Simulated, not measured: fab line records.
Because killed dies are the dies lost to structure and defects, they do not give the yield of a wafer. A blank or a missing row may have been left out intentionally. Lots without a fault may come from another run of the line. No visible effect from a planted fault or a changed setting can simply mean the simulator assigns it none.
fab line records ; flow rit-cmos
record: lots: 7; wafers: 21; last-day: 7
route steps=202 shown PSD@150 SDANNEAL@153 NSD@158 PLDD@159 NLDD@160 SILICIDE@161 M1@202
lots that met no fault: taken from a fault-free run of the same line
start-h: hours from the record's first day to the start of the lot's first wafer shown ; wait-h: hours from the lot's prior step to this one ; " repeats the value in the row above ; L1.1+2: several wafers, shown together as one row ; - value missing, or start not given ; * or withheld: withheld ; < > ~ a bound
route shown NAME@n: a module of which the file shows steps, and the number in the route of the first ; usual: average and standard deviation across the fault-free wafers ; same: alike in all rows ; chamber/n: place in a boat ; sites: the reading at each site ; _std_site: the values' standard deviation ; _edge_site: the outer-site mean with the inner-site mean subtracted ; radius-mm: for every site, how far away it sits from the centre of the wafer ; mask NAME#n: copy n ; behind: tool/chamber where the wafer was last shaped ; hold: cause of the lot's hold/its duration in hours/its outcome ; device: the transistor (n, p or np) that didn't switch ; end of line: the same wafers' tests at the end of the route ; step lacking rows: just its recipe ; killed: not the wafer's yield, but the dies lost to structure and defects at the first sort ; map: per-die view of a wafer (x killed, . not killed, _ where there is no die)
set.NAME: the setting the step ran with; set.NAME@STEP: the setting that earlier step ran with ; model.NAME: the simulator's own value behind a step, which no gauge read
a table for each step, a row for each wafer; lots at some steps of the route
services: a tool's chamber out of use, with start hour (start-h, from the record's first day; less than 0 if before it), hours out, and reason
== steps ==
step: RIT_PSD_IMPLANT_08
recipe: species: BF2; energy-kev: 27; dose-cm2: 5e+15; tilt-deg: 7
step: RIT_PSD_STRIP_09
recipe: chemistry: O2; time-s: 180; resist: NOVOLAK; platen-temp-c: withheld; power-w: 500; pressure-mtorr: 4000; o2-flow-sccm: 4000
usual: drypump-motor-current-A: 5.6/0.63
same: time-s: 180
lot.wafer;tool;chamber;start-h;wait-h;drypump-motor-current-A;rf-hours-counter-h
L146.1;plasma-asher-01;1;52.11;0.1;5.0;38
L146.4;plasma-asher-01;0;52.11;0.1;6.6;-
L146.6;plasma-asher-01;1;52.11;0.1;5.0;-
L156.2;plasma-asher-02;0;100.23;0.1;6.2;47
L156.5;plasma-asher-02;0;100.23;0.1;6.2;-
L156.6;plasma-asher-02;1;100.23;0.1;4.9;-
L159.2;plasma-asher-04;1;114.12;0.1;5.3;49
L159.4;plasma-asher-04;0;114.12;0.1;6.0;-
L159.5;plasma-asher-04;1;114.12;0.1;5.3;-
L161.1;plasma-asher-02;0;126.89;0.1;6.2;1
L161.5;plasma-asher-02;1;126.89;0.1;4.9;-
L161.6;plasma-asher-02;0;126.89;0.1;6.2;-
L163.2;plasma-asher-01;1;134.45;0.1;5.0;47
L163.3;plasma-asher-01;1;134.45;0.1;5.0;-
L163.4;plasma-asher-01;0;134.45;0.1;6.5;-
L165.1;plasma-asher-02;1;146.54;0.1;4.9;3
L165.4;plasma-asher-02;0;146.54;0.1;6.2;-
L165.5;plasma-asher-02;1;146.54;0.1;4.9;-
L169.1;plasma-asher-04;0;165.04;0.1;6.0;54
L169.2;plasma-asher-04;1;165.04;0.1;5.3;54
L169.4;plasma-asher-04;0;165.04;0.1;6.0;-
step: RIT_PSD_TW_MEAS_10
usual: PSD_TW: 3429/15
lot.wafer;tool;chamber;start-h;wait-h;PSD_TW
L146.1;film-metro-04;-;52.28;0.1;3439
L146.4;film-metro-04;-;52.28;0.1;3462
L146.6;film-metro-04;-;52.28;0.1;3445
L156.2;film-metro-04;-;100.41;0.1;3457
L156.5;film-metro-04;-;100.41;0.1;3421
L156.6;film-metro-04;-;100.41;0.1;3446
L159.2;film-metro-04;-;114.31;0.1;3428
L159.4;film-metro-04;-;114.31;0.1;3429
L159.5;film-metro-04;-;114.31;0.1;3425
L161.1;film-metro-04;-;127.06;0.1;3428
L161.5;film-metro-04;-;127.06;0.1;3441
L161.6;film-metro-04;-;127.06;0.1;3424
L163.2;film-metro-04;-;134.63;0.1;3437
L163.3;film-metro-04;-;134.63;0.1;3438
L163.4;film-metro-04;-;134.63;0.1;3449
L165.1;film-metro-02;-;146.71;0.1;3418
L165.4;film-metro-02;-;146.71;0.1;3419
L165.5;film-metro-02;-;146.71;0.1;3411
L169.1;film-metro-02;-;165.21;0.1;3405
L169.2;film-metro-02;-;165.21;0.1;3419
L169.4;film-metro-02;-;165.21;0.1;3422
step: RIT_SDANNEAL_CLEAN_00
recipe: chemistry: SC1; mix: 3:3:50; time-s: 600; temp-c: 75
step: RIT_SDANNEAL_CLEAN_01
recipe: chemistry: dHF; dilution: 50:1; time-s: 30
step: RIT_SDANNEAL_CLEAN_02
recipe: chemistry: SC2; mix: 3:3:50; time-s: 600; temp-c: 75; dry: n2-spin
step: RIT_SDANNEAL_RTA_03
recipe: temp-c: 1050; time-s: 5; idle-temp-c: 600; ramp-up-c-per-s: 342; ramp-down-c-per-s: 171; cool-to-c: 600; ambient: N2
usual: anneal-temp-c-max: 1055.4/1.8; wafer_temp_C_max: 1053.3/0.96
same: time-s: 5
lot.wafer;tool;chamber;start-h;wait-h;anneal-temp-c-max;wafer_temp_C_max
L146.1;rtp-anneal-01;0;52.71;0.0;1056.8;1053.4
L146.4;rtp-anneal-01;0;52.71;0.0;1058.2;1052.2
L146.6;rtp-anneal-01;0;52.71;0.0;1056.1;1052.2
L156.2;rtp-anneal-01;0;100.84;0.0;1056.2;1052.2
L156.5;rtp-anneal-01;0;100.84;0.0;1058.0;1053.2
L156.6;rtp-anneal-01;0;100.84;0.0;1059.5;1051.5
L159.2;rtp-anneal-02;0;114.75;0.0;1053.9;1051.8
L159.4;rtp-anneal-02;0;114.75;0.0;1054.6;1054.1
L159.5;rtp-anneal-02;0;114.75;0.0;1053.7;1056.1
L161.1;rtp-anneal-02;0;127.56;0.0;1053.8;1053.2
L161.5;rtp-anneal-02;0;127.56;0.0;1053.9;1053.7
L161.6;rtp-anneal-02;0;127.56;0.0;1054.9;1053.4
L163.2;rtp-anneal-02;0;135.09;0.0;1053.3;1052.5
L163.3;rtp-anneal-02;0;135.09;0.0;1053.3;1053.4
L163.4;rtp-anneal-02;0;135.09;0.0;1053.0;1053.2
L165.1;rtp-anneal-02;0;147.14;0.0;1053.5;1052.4
L165.4;rtp-anneal-02;0;147.14;0.0;1054.1;1054.4
L165.5;rtp-anneal-02;0;147.14;0.0;1054.8;1055.5
L169.1;rtp-anneal-02;0;165.67;0.0;1054.0;1053.7
L169.2;rtp-anneal-02;0;165.67;0.0;1053.7;1052.8
L169.4;rtp-anneal-02;0;165.67;0.0;1054.4;1053.2
step: RIT_SDANNEAL_RS_MEAS_04
recipe: thk-meas-gauge: four-point-probe
usual: PSD_RS: 115.93/0.29
lot.wafer;tool;chamber;start-h;wait-h;PSD_RS[ohm/sq]
L146.1;film-metro-02;-;52.77;0.0;116.04
L146.4;film-metro-02;-;52.77;0.0;115.95
L146.6;film-metro-02;-;52.77;0.0;116.11
L156.2;film-metro-04;-;100.91;0.1;115.57
L156.5;film-metro-04;-;100.91;0.1;115.75
L156.6;film-metro-04;-;100.91;0.1;115.60
L159.2;film-metro-02;-;114.82;0.1;115.44
L159.4;film-metro-02;-;114.82;0.1;115.80
L159.5;film-metro-02;-;114.82;0.1;116.15
L161.1;film-metro-04;-;127.62;0.0;115.78
L161.5;film-metro-04;-;127.62;0.0;115.86
L161.6;film-metro-04;-;127.62;0.0;115.57
L163.2;film-metro-02;-;135.16;0.1;115.87
L163.3;film-metro-02;-;135.16;0.1;115.82
L163.4;film-metro-02;-;135.16;0.1;115.99
L165.1;film-metro-03;-;147.20;0.0;116.37
L165.4;film-metro-03;-;147.20;0.0;116.13
L165.5;film-metro-03;-;147.20;0.0;116.14
L169.1;film-metro-03;-;165.73;0.0;116.77
L169.2;film-metro-03;-;165.73;0.0;116.14
L169.4;film-metro-03;-;165.73;0.0;116.57
step: RIT_SDANNEAL_RS_MEAS_05
recipe: thk-meas-gauge: four-point-probe
usual: NSD_RS: 84.45/0.27
lot.wafer;tool;chamber;start-h;wait-h;NSD_RS[ohm/sq]
L146.1;film-metro-02;-;52.89;0.1;84.48
L146.4;film-metro-02;-;52.89;0.1;84.52
L146.6;film-metro-02;-;52.89;0.1;84.59
L156.2;film-metro-04;-;101.03;0.1;83.73
L156.5;film-metro-04;-;101.03;0.1;84.06
L156.6;film-metro-04;-;101.03;0.1;83.80
L159.2;film-metro-02;-;114.94;0.1;84.63
L159.4;film-metro-02;-;114.94;0.1;84.71
L159.5;film-metro-02;-;114.94;0.1;84.49
L161.1;film-metro-04;-;127.74;0.1;84.35
L161.5;film-metro-04;-;127.74;0.1;84.21
L161.6;film-metro-04;-;127.74;0.1;84.20
L163.2;film-metro-02;-;135.28;0.1;84.46
L163.3;film-metro-02;-;135.28;0.1;84.44
L163.4;film-metro-02;-;135.28;0.1;84.49
L165.1;film-metro-03;-;147.32;0.1;84.18
L165.4;film-metro-03;-;147.32;0.1;84.29
L165.5;film-metro-03;-;147.32;0.1;84.22
L169.1;film-metro-03;-;165.85;0.1;84.54
L169.2;film-metro-03;-;165.85;0.1;85.00
L169.4;film-metro-03;-;165.85;0.1;84.36
step: RIT_SDANNEAL_RS_MEAS_06
recipe: thk-meas-gauge: four-point-probe
usual: PLDD_RS: 178.7/0.44
lot.wafer;tool;chamber;start-h;wait-h;PLDD_RS[ohm/sq]
L146.1;film-metro-02;-;53.01;0.1;178.1
L146.4;film-metro-02;-;53.01;0.1;178.8
L146.6;film-metro-02;-;53.01;0.1;178.5
L156.2;film-metro-04;-;101.15;0.1;178.5
L156.5;film-metro-04;-;101.15;0.1;178.2
L156.6;film-metro-04;-;101.15;0.1;178.5
L159.2;film-metro-02;-;115.06;0.1;178.7
L159.4;film-metro-02;-;115.06;0.1;178.7
L159.5;film-metro-02;-;115.06;0.1;179.4
L161.1;film-metro-04;-;127.86;0.1;178.5
L161.5;film-metro-04;-;127.86;0.1;178.6
L161.6;film-metro-04;-;127.86;0.1;178.0
L163.2;film-metro-02;-;135.40;0.1;179.3
L163.3;film-metro-02;-;135.40;0.1;178.9
L163.4;film-metro-02;-;135.40;0.1;179.2
L165.1;film-metro-03;-;147.44;0.1;178.9
L165.4;film-metro-03;-;147.44;0.1;178.8
L165.5;film-metro-03;-;147.44;0.1;179.0
L169.1;film-metro-03;-;165.97;0.1;179.4
L169.2;film-metro-03;-;165.97;0.1;179.2
L169.4;film-metro-03;-;165.97;0.1;179.2
step: RIT_SDANNEAL_RS_MEAS_07
recipe: thk-meas-gauge: four-point-probe
usual: NLDD_RS: 151.7/0.48
lot.wafer;tool;chamber;start-h;wait-h;NLDD_RS[ohm/sq]
L146.1;film-metro-02;-;53.13;0.1;152.2
L146.4;film-metro-02;-;53.13;0.1;151.9
L146.6;film-metro-02;-;53.13;0.1;151.8
L156.2;film-metro-04;-;101.27;0.1;150.9
L156.5;film-metro-04;-;101.27;0.1;151.6
L156.6;film-metro-04;-;101.27;0.1;151.3
L159.2;film-metro-02;-;115.18;0.1;151.8
L159.4;film-metro-02;-;115.18;0.1;151.6
L159.5;film-metro-02;-;115.18;0.1;151.9
L161.1;film-metro-04;-;127.98;0.1;151.9
L161.5;film-metro-04;-;127.98;0.1;151.6
L161.6;film-metro-04;-;127.98;0.1;151.9
L163.2;film-metro-02;-;135.52;0.1;152.8
L163.3;film-metro-02;-;135.52;0.1;152.3
L163.4;film-metro-02;-;135.52;0.1;152.2
L165.1;film-metro-03;-;147.56;0.1;151.7
L165.4;film-metro-03;-;147.56;0.1;152.1
L165.5;film-metro-03;-;147.56;0.1;151.8
L169.1;film-metro-03;-;166.09;0.1;151.7
L169.2;film-metro-03;-;166.09;0.1;151.7
L169.4;film-metro-03;-;166.09;0.1;151.8
step: RIT_SILICIDE_WET_ETCH_00
recipe: chemistry: BOE; target: SiO2; target-depth-nm: 14; time-s: 15; dry: n2-spin; dilution: 10:1; temp-c: 21.5
step: RIT_SILICIDE_SPUTTER_01
recipe: material: Ti; target-thk-nm: 30; power-w: 350; chamber-pressure-pa: 0.667; gas: Ar; time-s: 240; substrate-temp-c: 25
usual: chamber-pressure-pa: 0.6670/0.0013; throttle-valve-pct: 29.9/1.4
same: time-s: 240
lot.wafer;tool;chamber;start-h;wait-h;chamber-pressure-pa;throttle-valve-pct;model.Ti_of_SILICIDE_SPUTTER_01.thk-nm
L146.1;pvd-sputter-01;-;53.26;0.0;0.6697;28.8;29.89
L146.4;pvd-sputter-01;-;53.26;0.0;0.6671;27.5;29.72
L146.6;pvd-sputter-01;-;53.26;0.0;0.6673;27.5;29.71
L156.2;pvd-sputter-01;-;101.38;0.0;0.6658;27.4;30.13
L156.5;pvd-sputter-01;-;101.38;0.0;0.6649;27.6;30.11
L156.6;pvd-sputter-01;-;101.38;0.0;0.6678;29.0;30.09
L159.2;pvd-sputter-04;-;115.30;0.0;0.6657;31.3;30.4
L159.4;pvd-sputter-04;-;115.30;0.0;0.6665;31.4;30.38
L159.5;pvd-sputter-04;-;115.30;0.0;0.6680;32.6;30.11
L161.1;pvd-sputter-04;-;128.11;0.0;0.5843;33.4;30.74
L161.5;pvd-sputter-04;-;128.11;0.0;0.5861;33.6;30.9
L161.6;pvd-sputter-04;-;128.11;0.0;0.5813;33.5;30.92
L163.2;pvd-sputter-04;-;135.63;0.0;0.5830;33.7;30.63
L163.3;pvd-sputter-04;-;135.63;0.0;0.5826;30.1;30.53
L163.4;pvd-sputter-04;-;135.63;0.0;0.5824;33.6;30.57
L165.1;pvd-sputter-04;-;147.69;0.0;0.5823;33.1;31.46
L165.4;pvd-sputter-04;-;147.69;0.0;0.5822;30.1;31.56
L165.5;pvd-sputter-04;-;147.69;0.0;0.5847;34.6;31.17
L169.1;pvd-sputter-03;-;166.22;0.0;0.6646;30.7;30.39
L169.2;pvd-sputter-03;-;166.22;0.0;0.6673;28.5;30.55
L169.4;pvd-sputter-03;-;166.22;0.0;0.6671;28.9;30.67
step: RIT_SILICIDE_RS_MEAS_02
recipe: thk-meas-gauge: four-point-probe; reads: Ti_of_SILICIDE_SPUTTER_01
usual: SILICIDE_TI_RS: 47.9/0.65
lot.wafer;tool;chamber;start-h;wait-h;SILICIDE_TI_RS[ohm/sq]
L146.1;film-metro-02;-;53.41;0.1;48.1
L146.4;film-metro-02;-;53.41;0.1;48.4
L146.6;film-metro-02;-;53.41;0.1;48.5
L156.2;film-metro-02;-;101.55;0.1;47.6
L156.5;film-metro-02;-;101.55;0.1;47.7
L156.6;film-metro-02;-;101.55;0.1;47.7
L159.2;film-metro-01;-;115.47;0.1;47.1
L159.4;film-metro-01;-;115.47;0.1;47.2
L159.5;film-metro-01;-;115.47;0.1;47.8
L161.1;film-metro-02;-;128.26;0.1;36.9
L161.5;film-metro-02;-;128.26;0.1;36.7
L161.6;film-metro-02;-;128.26;0.1;36.6
L163.2;film-metro-02;-;135.80;0.1;37.1
L163.3;film-metro-02;-;135.80;0.1;37.2
L163.4;film-metro-02;-;135.80;0.1;37.2
L165.1;film-metro-01;-;147.84;0.1;35.9
L165.4;film-metro-01;-;147.84;0.1;35.8
L165.5;film-metro-01;-;147.84;0.1;36.4
L169.1;film-metro-01;-;166.37;0.1;47.2
L169.2;film-metro-01;-;166.37;0.1;46.9
L169.4;film-metro-01;-;166.37;0.1;46.6
step: RIT_SILICIDE_THK_MEAS_03
recipe: thk-meas-gauge: xrf; reads: Ti_of_SILICIDE_SPUTTER_01
usual: SILICIDE_TI_THK: 30.0/0.37
lot.wafer;tool;chamber;start-h;wait-h;SILICIDE_TI_THK[nm]
L146.1;film-metro-02;-;53.53;0.1;29.5
L146.4;film-metro-02;-;53.53;0.1;29.4
L146.6;film-metro-02;-;53.53;0.1;29.4
L156.2;film-metro-02;-;101.66;0.1;29.9
L156.5;film-metro-02;-;101.66;0.1;30.1
L156.6;film-metro-02;-;101.66;0.1;30.0
L159.2;film-metro-01;-;115.58;0.1;30.3
L159.4;film-metro-01;-;115.58;0.1;30.3
L159.5;film-metro-01;-;115.58;0.1;30.1
L161.1;film-metro-02;-;128.38;0.1;30.8
L161.5;film-metro-02;-;128.38;0.1;30.8
L161.6;film-metro-02;-;128.38;0.1;31.0
L163.2;film-metro-02;-;135.91;0.1;30.6
L163.3;film-metro-02;-;135.91;0.1;30.6
L163.4;film-metro-02;-;135.91;0.1;30.4
L165.1;film-metro-01;-;147.96;0.1;31.5
L165.4;film-metro-01;-;147.96;0.1;31.7
L165.5;film-metro-01;-;147.96;0.1;31.1
L169.1;film-metro-01;-;166.49;0.1;30.5
L169.2;film-metro-01;-;166.49;0.1;30.6
L169.4;film-metro-01;-;166.49;0.1;30.8
step: RIT_SILICIDE_RTA_04
recipe: temp-c: 650; time-s: 10; idle-temp-c: 25; ramp-up-s: 5; ramp-down-s: 5; cool-to-c: 25; ambient: N2
usual: anneal-temp-c-max: 653.5/1.3; wafer_temp_C_max: 654.8/1.2
same: time-s: 10
lot.wafer;tool;chamber;start-h;wait-h;anneal-temp-c-max;wafer_temp_C_max
L146.1;rtp-anneal-02;0;53.59;0.1;652.6;653.2
L146.4;rtp-anneal-02;0;53.59;0.1;652.8;653.7
L146.6;rtp-anneal-02;0;53.59;0.1;652.4;654.0
L156.2;rtp-anneal-02;0;101.72;0.1;652.4;652.4
L156.5;rtp-anneal-02;0;101.72;0.1;652.0;655.1
L156.6;rtp-anneal-02;0;101.72;0.1;652.1;653.7
L159.2;rtp-anneal-01;0;115.64;0.1;654.1;656.7
L159.4;rtp-anneal-01;0;115.64;0.1;652.6;657.8
L159.5;rtp-anneal-01;0;115.64;0.1;654.1;654.8
L161.1;rtp-anneal-01;0;128.44;0.1;654.8;655.1
L161.5;rtp-anneal-01;0;128.44;0.1;654.5;655.2
L161.6;rtp-anneal-01;0;128.44;0.1;653.4;654.7
L163.2;rtp-anneal-01;0;135.98;0.1;654.4;654.3
L163.3;rtp-anneal-01;0;135.98;0.1;655.4;654.5
L163.4;rtp-anneal-01;0;135.98;0.1;654.5;655.6
L165.1;rtp-anneal-01;0;148.02;0.1;654.4;654.9
L165.4;rtp-anneal-01;0;148.02;0.1;655.9;653.8
L165.5;rtp-anneal-01;0;148.02;0.1;654.9;655.2
L169.1;rtp-anneal-01;0;166.55;0.1;654.0;655.0
L169.2;rtp-anneal-01;0;166.55;0.1;654.2;656.0
L169.4;rtp-anneal-01;0;166.55;0.1;655.9;657.9
step: RIT_M1_PROBE_99
usual: killed-at-contacts: 0.0/0.22; killed-at-front-end: 7/3.1; killed-dies: 7/3.1; killed-open: 3.5/2.2; killed-short: 3.3/1.9
same: gross-dies: 264; killed_at_M0_to_M3: 0; killed_at_M4_up: 0; killed-at-back-side: 0; killed-at-other: 0
lot.wafer;tool;chamber;start-h;wait-h;killed-at-contacts;killed-at-front-end;killed-dies;killed-open;killed-short;model.etest.contact-pplus.end-ohm-um;model.etest.npoly-line.rs-ohm-sq;model.etest.ppoly-line.rs-ohm-sq;model.etest.npoly-sal.rs-ohm-sq;model.etest.ppoly-sal.rs-ohm-sq;model.etest.pplus-sal.rs-ohm-sq;model.etest.nplus-sal.rs-ohm-sq;model.etest.pplus-sal.line-ohm-um
L146.1;prober-02;-;60.33;0.1;0;4;4;3;1;42.91;17.01;16.5;4.361;4.296;4.301;4.295;1.248
L146.4;prober-02;-;60.48;0.2;0;6;6;2;4;43.5;17.06;16.46;4.339;4.32;4.325;4.311;1.254
L146.6;prober-02;-;60.58;0.2;0;6;6;4;2;42.46;17.1;16.54;4.354;4.315;4.3;4.286;1.238
L156.2;prober-01;-;108.56;0.1;0;5;5;1;4;43.36;16.98;16.35;4.322;4.276;4.243;4.248;1.243
L156.5;prober-01;-;108.71;0.2;0;6;6;2;4;43.67;16.94;16.29;4.327;4.308;4.28;4.25;1.248
L156.6;prober-01;-;108.76;0.2;1;6;7;3;4;43.04;16.8;16.41;4.328;4.299;4.296;4.295;1.256
L159.2;prober-02;-;122.40;0.1;0;5;5;1;4;44.69;16.92;16.41;4.26;4.254;4.235;4.229;1.227
L159.4;prober-02;-;122.50;0.2;0;6;6;4;2;44.73;16.74;16.41;4.258;4.237;4.227;4.209;1.228
L159.5;prober-02;-;122.55;0.2;0;5;5;4;1;43.37;17.13;16.38;4.352;4.293;4.294;4.315;1.226
L161.1;prober-02;-;135.13;0.1;0;4;4;3;1;43.81;16.79;16.27;4.254;4.273;4.243;4.261;1.232
L161.5;prober-02;-;135.33;0.2;0;8;8;2;6;45.17;16.59;16.27;4.22;4.22;4.192;4.225;1.198
L161.6;prober-02;-;135.38;0.2;1;3;4;0;4;45.67;16.66;16.17;4.263;4.217;4.242;4.211;1.222
L163.2;prober-02;-;143.41;0.1;0;4;4;2;2;43.12;16.64;16.33;4.298;4.274;4.279;4.285;1.258
L163.3;prober-02;-;143.46;0.2;0;8;8;5;3;43.84;16.8;16.19;4.307;4.26;4.275;4.256;1.241
L163.4;prober-02;-;143.51;0.2;0;6;6;4;2;43.7;16.68;16.3;4.311;4.242;4.268;4.256;1.234
L165.1;prober-02;-;154.56;0.1;1;3;4;3;1;47.97;16.29;15.85;4.167;4.149;4.15;4.137;1.219
L165.4;prober-02;-;154.71;0.2;0;5;5;1;4;47.29;16.26;15.72;4.21;4.152;4.135;4.139;1.206
L165.5;prober-02;-;154.76;0.2;0;4;4;2;2;47.39;16.32;16;4.213;4.197;4.183;4.206;1.227
L169.1;prober-01;-;173.55;0.1;0;6;6;5;1;45.27;16.76;16.32;4.254;4.247;4.252;4.219;1.235
L169.2;prober-01;-;173.60;0.1;0;4;4;1;3;44.28;16.79;16.24;4.26;4.264;4.231;4.231;1.201
L169.4;prober-01;-;173.70;0.2;0;10;10;4;6;44.61;16.74;16.35;4.287;4.276;4.254;4.258;1.224
killed by level:class
L146.1 GATE:geometric-particle:open=2 GATE:geometric-particle:short=1 REOX:geometric-particle:open=1
L146.4 FOX1:geometric-particle:short=3 FOX1:geometric-particle:open=1 GATE:geometric-particle:short=1 SILICIDE:geometric-particle:open=1
L146.6 SILICIDE:geometric-particle:open=3 GATE:geometric-particle:short=2 FOX2:geometric-particle:open=1
L156.2 GATE:geometric-particle:short=2 SPACER:geometric-particle:short=2 FOX2:geometric-particle:open=1
L156.5 GATE:geometric-particle:short=3 FOX2:geometric-particle:open=1 SILICIDE:geometric-particle:short=1 SILICIDE:geometric-particle:open=1
L156.6 REOX:geometric-particle:open=2 REOX:geometric-particle:short=2 GATE:geometric-particle:short=1 GATE:geometric-particle:open=1 CONTACT:geometric-particle:short=1
L159.2 GATE:geometric-particle:short=2 FOX2:geometric-particle:short=1 GATE:geometric-particle:open=1 SPACER:geometric-particle:short=1
L159.4 GATE:geometric-particle:open=2 GATE:geometric-particle:short=2 REOX:geometric-particle:open=1 SPACER:geometric-particle:open=1
L159.5 GATE:geometric-particle:open=3 SPACER:geometric-particle:open=1 SPACER:geometric-particle:short=1
L161.1 FOX1:geometric-particle:open=1 GATE:geometric-particle:open=1 GATE:geometric-particle:short=1 SILICIDE:geometric-particle:open=1
L161.5 GATE:geometric-particle:short=4 FOX1:geometric-particle:short=1 FOX1:geometric-particle:open=1 SPACER:geometric-particle:open=1 SILICIDE:geometric-particle:short=1
L161.6 GATE:geometric-particle:short=1 SPACER:geometric-particle:short=1 SILICIDE:geometric-particle:short=1 CONTACT:geometric-particle:short=1
L163.2 FOX1:geometric-particle:open=1 FOX1:geometric-particle:short=1 SPACER:geometric-particle:short=1 SILICIDE:geometric-particle:open=1
L163.3 GATE:geometric-particle:short=3 REOX:geometric-particle:open=2 FOX1:geometric-particle:open=1 GATE:geometric-particle:open=1 SILICIDE:geometric-particle:open=1
L163.4 GATE:geometric-particle:open=2 REOX:geometric-particle:short=2 FOX1:geometric-particle:open=1 SPACER:geometric-particle:open=1
L165.1 SPACER:geometric-particle:open=1 SILICIDE:geometric-particle:open=1 SILICIDE:geometric-particle:short=1 CONTACT:geometric-particle:open=1
L165.4 SILICIDE:geometric-particle:short=2 FOX1:geometric-particle:short=1 FOX2:geometric-particle:open=1 GATE:geometric-particle:short=1
L165.5 GATE:geometric-particle:open=2 GATE:geometric-particle:short=1 SILICIDE:geometric-particle:short=1
L169.1 REOX:geometric-particle:open=2 FOX1:geometric-particle:open=1 SPACER:geometric-particle:open=1 SILICIDE:geometric-particle:short=1 SILICIDE:geometric-particle:open=1
L169.2 FOX1:geometric-particle:short=2 FOX2:geometric-particle:short=1 SILICIDE:geometric-particle:open=1
L169.4 SILICIDE:geometric-particle:short=3 FOX1:geometric-particle:open=2 FOX1:geometric-particle:short=2 GATE:geometric-particle:short=1 GATE:geometric-particle:open=1 SILICIDE:geometric-particle:open=1
== services ==
tool;chamber;start-h;hours;kind
pvd-sputter-01;-;37.39;1.7;repair
pvd-sputter-04;-;50.98;1.8;repair
pvd-sputter-04;-;59.30;7.0;repair
plasma-asher-02;-;80.01;1.5;repair
plasma-asher-04;-;99.22;2.8;pm
plasma-asher-02;-;108.75;9.0;pm
plasma-asher-02;0;108.75;9.0;vent-cycle
plasma-asher-02;1;108.75;9.0;vent-cycle
plasma-asher-02;0;117.75;-;clean
plasma-asher-02;1;117.75;-;clean
plasma-asher-02;-;137.37;1.0;repair
plasma-asher-01;-;140.96;4.8;repair
pvd-sputter-01;-;157.75;6.6;repair
pvd-sputter-03;-;161.02;0.7;repair
== key ==
first-sign: step: RIT_SILICIDE_SPUTTER_01; reading: chamber-pressure-pa; direction: down; sigmas: 64; usual: 0.6670; struck: 0.5832
effect: step: RIT_SILICIDE_SPUTTER_01; reading: throttle-valve-pct; direction: up; sigmas: 2.1; usual: 29.9; struck: 32.9
effect: step: RIT_SILICIDE_RS_MEAS_02; reading: SILICIDE_TI_RS; direction: down; sigmas: 17; usual: 47.9; struck: 36.6
effect: step: RIT_SILICIDE_THK_MEAS_03; reading: SILICIDE_TI_THK; direction: up; sigmas: 2.6; usual: 30.0; struck: 30.9
model-effect: step: RIT_SILICIDE_SPUTTER_01; value: Ti_of_SILICIDE_SPUTTER_01.thk-nm; without: 29.9; struck: 30.94
model-effect: step: RIT_M1_PROBE_99; value: etest.contact-pplus.end-ohm-um; without: 43.88; struck: 45.33
met-at RIT_SILICIDE_SPUTTER_01
struck-wafers L161.1,L161.5,L161.6,L163.2,L163.3,L163.4,L165.1,L165.4,L165.5
tester-left-out L161,L163,L165
onset-between 115.30 128.11
fault: kind: process-parameter-drift; tool: pvd-sputter-04; chamber: -; onset-h: 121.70; steps: RIT_SILICIDE_SPUTTER_01; channel: chamber-pressure-pa; offset: -0.08405; shape: step; end-h: 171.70; stated: 0.667
tester-left-out: of these lots the tester's yield and bins aren't shown, on N5 and GAA mostly nor the transistor test; their killed dies are dies lost to structure and defects alone, not to doping, threshold or leakage, so they don't give the yield
